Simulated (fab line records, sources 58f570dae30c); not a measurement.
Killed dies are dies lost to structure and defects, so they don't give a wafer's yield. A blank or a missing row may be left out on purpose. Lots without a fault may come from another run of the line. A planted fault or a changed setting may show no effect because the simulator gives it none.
A struck lot beside a sound one | flow berkeley_cmos170 | 15 steps out of a route of 331
Sound: wafers L941.1, L941.2, L941.3. Struck: wafers L944.2, L944.5, L944.6. The cause comes at the end.
At each step with rows: each side's tool, then ch and its chambers, then its first start. Under that, the readings that differ: sound wafers | struck wafers | difference of the means | sigmas: that difference in standard deviations of wafers without a fault.
alike: readings whose means differ by less than 2 such deviations, and words and numbers that are the same on both sides. not compared: withheld readings, readings that some wafer has no value for, bounds like >300 that may hide the same value, and numbers for which the record gives no deviation and whose values overlap.
The two part at a step that has a row with sigmas, a row that says differs or no value, or rows on one side only. Numbers that don't overlap but have no deviation are shown without sigmas and don't part them. A reading that every wafer of one side lacks parts them only if that side has two wafers or more.

UCB170_M2_SPUTTER_01: material Al, target thk 900 nm, time 120 s.
  sound on pvd_sputter-04, day 7 08:43; struck on pvd_sputter-01, day 8 11:23
  alike: cathode_dc_power_W, throttle_valve_pct
UCB170_M2_RS_MEAS_02: measures by four-point-probe.
  sound on film_metro-04, day 7 08:47; struck on film_metro-04, day 8 11:29
  alike: M2_AL_RS
UCB170_M2_THK_MEAS_03: measures by xrf.
  sound on film_metro-04, day 7 08:55; struck on film_metro-04, day 8 11:36
  alike: M2_AL_THK
then, 3 steps without rows for these wafers: UCB170_M2_HMDS_04 (prime time 60 s); UCB170_M2_COAT_05 (resist thk 900 nm); UCB170_M2_SOFTBAKE_06 (time 60 s).
UCB170_M2_STRIP_07: strips in O2.
  sound on plasma_asher-03 ch 0,1, day 7 10:08; struck on plasma_asher-01 ch 0,1, day 8 12:14
  alike: drypump_motor_current_A, oes_product_au, strip_time_to_endpoint_s
  not compared: rf_hours_counter_h
then, 5 steps without rows for these wafers: UCB170_M2_STRIP_08 (strips KrF in DMSO, time 600 s); UCB170_M2_COAT_09; UCB170_M2_COAT_10 (resist thk 900 nm); UCB170_M2_SOFTBAKE_11 (time 60 s); UCB170_M2_EXPOSE_12 (exposes mask METAL2, target cd 700 nm).
UCB170_M2_PEB_13:
  sound on litho_track-02 ch 0, day 7 11:17; struck on litho_track-02 ch 0, day 8 13:29
  reading                  | sound             | struck            | difference | sigmas
  heater_power_total_W (W) | 56.76 56.83 56.82 | 57.58 57.63 57.64 | +0.81      | +18
then, 2 steps without rows for these wafers: UCB170_M2_DEVELOP_14 (develop time 45 s); UCB170_M3_PROBE_99.

WHERE THEY PART
Only at UCB170_M2_PEB_13, within this record.

WHY: what the simulator had put in
Process parameter drift: litho_track-02, from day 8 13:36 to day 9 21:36, at UCB170_M2_PEB_13. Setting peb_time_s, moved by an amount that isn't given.
